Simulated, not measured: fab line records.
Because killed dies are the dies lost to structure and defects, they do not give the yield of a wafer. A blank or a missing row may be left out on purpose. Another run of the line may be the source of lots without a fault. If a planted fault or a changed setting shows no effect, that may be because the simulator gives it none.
Which tool is to blame? -- flow berkeley_cmos170 -- Sampling: 14 lots, 42 wafers, 5 of 331 route steps

== WHAT THE GAUGES SHOWED, per wafer ==
UCB170_NWELL_THK_MEAS_02. Usual: NWELL_OXIDE_THK 26.5 nm, standard deviation 0.48.
lot,measured,on,NWELL_OXIDE_THK (nm),flag
L176,day 2 04:46,film_metro-04,27.0 27.1 26.7,
L175,day 2 04:47,film_metro-03,27.4 27.4 26.9,
L177,day 2 11:18,film_metro-03,27.2 26.5 26.6,
L178,day 2 15:55,film_metro-02,26.6 26.9 26.5,
L179,day 2 20:23,film_metro-03,26.9 27.0 26.9,
L181,day 3 10:56,film_metro-02,26.3 26.5 26.6,
L185,day 4 08:06,film_metro-03,26.7 26.4 26.3,
L189,day 5 02:17,film_metro-02,26.3 26.4 26.4,
L193,day 5 17:56,film_metro-03,25.9 25.9 26.0,
L194,day 5 23:53,film_metro-02,26.8 26.4 26.4,
L195,day 6 04:20,film_metro-04,26.8 26.8 26.3,
L196,day 6 11:19,film_metro-02,26.8 27.0 27.3,
L197,day 6 11:20,film_metro-04,27.2 27.5 27.2,
L198,day 6 16:59,film_metro-03,25.6 25.1 25.7,

UCB170_NWELL_THK_MEAS_05. Usual: NWELL_NITRIDE_THK 224.1 nm, standard deviation 2.6.
lot,measured,on,NWELL_NITRIDE_THK (nm),flag
L176,day 2 11:03,film_metro-02,226.0 226.1 225.1,
L175,day 2 11:04,film_metro-03,221.3 220.5 220.4,
L177,day 2 17:57,film_metro-04,220.6 221.4 218.9,
L178,day 2 23:12,film_metro-02,222.4 225.5 224.1,
L179,day 3 02:36,film_metro-03,228.3 228.4 227.8,
L181,day 3 17:09,film_metro-03,230.3 228.6 226.9,
L185,day 4 16:07,film_metro-04,229.1 227.1 228.1,
L189,day 5 07:45,film_metro-03,222.6 222.7 224.4,
L193,day 6 01:44,film_metro-02,221.3 220.4 220.5,
L194,day 6 06:10,film_metro-03,224.8 224.3 223.9,
L195,day 6 10:40,film_metro-03,222.9 221.4 221.6,
L196,day 6 15:59,film_metro-04,225.8 222.3 222.5,
L197,day 6 15:59,film_metro-02,221.3 220.2 221.4,
L198,day 6 22:28,film_metro-03,223.1 223.8 222.3,

UCB170_NWELL_TW_MEAS_16. Usual: NWELL_TW 1256, standard deviation 7.1.
lot,measured,on,NWELL_TW,flag
L176,day 2 12:20,film_metro-04,1255 1248 1247,
L175,day 2 12:46,film_metro-04,1259 1265 1261,
L177,day 2 19:23,film_metro-03,1265 1267 1258,
L178,day 3 00:37,film_metro-03,1143 1141 1147,OFF
L179,day 3 03:53,film_metro-03,1250 1245 1246,
L181,day 3 18:56,film_metro-04,1166 1156 1156,OFF
L185,day 4 18:11,film_metro-04,1262 1254 1264,
L189,day 5 09:10,film_metro-03,1251 1245 1260,
L193,day 6 03:31,film_metro-03,1259 1262 1263,
L194,day 6 07:46,film_metro-03,1262 1255 1262,
L195,day 6 11:58,film_metro-04,1253 1258 1262,
L196,day 6 17:43,film_metro-03,1259 1256 1261,
L197,day 6 17:29,film_metro-04,1258 1256 1258,
L198,day 6 23:53,film_metro-04,1261 1262 1259,

UCB170_PFIELD_TW_MEAS_09. Usual: PFIELD_TW 604, standard deviation 4.7.
lot,measured,on,PFIELD_TW,flag
L176,day 4 17:40,film_metro-04,605 607 609,
L175,day 4 17:56,film_metro-02,598 599 596,
L177,day 5 00:54,film_metro-04,608 610 607,
L178,day 5 01:08,film_metro-02,595 597 597,
L179,day 5 01:23,film_metro-03,609 606 604,
L181,day 5 19:05,film_metro-03,605 609 606,
L185,day 6 19:53,film_metro-03,606 609 610,
L189,day 7 15:05,film_metro-04,607 605 606,
L193,day 8 02:42,film_metro-04,610 606 608,
L194,day 8 12:07,film_metro-03,609 610 609,
L195,day 8 12:23,film_metro-04,607 608 608,
L196,day 8 19:10,film_metro-03,607 611 613,
L197,day 8 18:56,film_metro-04,611 609 607,
L198,day 9 00:52,film_metro-03,604 606 607,

== WHICH TOOL RAN EACH LOT (tool, then ch and the chambers of the sampled wafers, then the start) ==
lot,UCB170_NWELL_IMPLANT_14
L176,"implanter-04 ch 0, day 2 12:05"
L175,"implanter-03 ch 0, day 2 12:31"
L177,"implanter-04 ch 0, day 2 19:10"
L178,"implanter-04 ch 0, day 3 00:23"
L179,"implanter-03 ch 0, day 3 03:38"
L181,"implanter-04 ch 0, day 3 18:44"
L185,"implanter-03 ch 0, day 4 17:56"
L189,"implanter-03 ch 0, day 5 08:56"
L193,"implanter-03 ch 0, day 6 03:16"
L194,"implanter-04 ch 0, day 6 07:34"
L195,"implanter-03 ch 0, day 6 11:46"
L196,"implanter-03 ch 0, day 6 17:29"
L197,"implanter-01 ch 0, day 6 17:16"
L198,"implanter-04 ch 0, day 6 23:38"
- UCB170_NWELL_IMPLANT_14

== WHAT THE TOOLS THEMSELVES READ (means of the sampled wafers that have a number; where no wafer has one, the mark that the record gives instead) ==
UCB170_NWELL_IMPLANT_14. Usual: beam_on_s 10.02 s, standard deviation 0.21; faraday_current_uA 31.6, standard deviation 0.66.
lot,tool,beam_on_s (s),faraday_current_uA,flag
L176,implanter-04,9.85,32.2,
L175,implanter-03,10.05,31.5,
L177,implanter-04,10.06,31.6,
L178,implanter-04,7.81,40.7,OFF
L179,implanter-03,10.30,30.8,
L181,implanter-04,7.63,41.6,OFF
L185,implanter-03,9.99,31.8,
L189,implanter-03,9.94,32.0,
L193,implanter-03,9.99,31.7,
L194,implanter-04,9.83,32.2,
L195,implanter-03,10.19,31.1,
L196,implanter-03,10.06,31.6,
L197,implanter-01,10.06,31.6,
L198,implanter-04,10.05,31.6,

== THE ANSWER, worked out from the rows above alone ==
Rule: a lot counts as off when the mean over its wafers that have a number is more than 3 standard deviations away from the usual mean. A lot without any number at a reading at which 4 lots or more have one is off too. Any other lot the step has rows for is counted as sound. First the gauges in route order, then the tools' own readings, where a lot's mean is used as printed above. The first step at which some lot is off is used, and at that step the reading that is off furthest; a lot without a number counts as furthest.
Off: at UCB170_NWELL_TW_MEAS_16 (NWELL_TW), L178, L181.
A tool fits if, at a process step before that reading, it ran every lot that is off, and no sound lot after the first of them. Not tried: the gauges at UCB170_NWELL_TW_MEAS_16; whatever is off there is also off at UCB170_NWELL_IMPLANT_14, on other tools, and gauge error can't account for it. Of those tried, none fits.

== WHAT THE SIMULATOR HAD PUT IN ==
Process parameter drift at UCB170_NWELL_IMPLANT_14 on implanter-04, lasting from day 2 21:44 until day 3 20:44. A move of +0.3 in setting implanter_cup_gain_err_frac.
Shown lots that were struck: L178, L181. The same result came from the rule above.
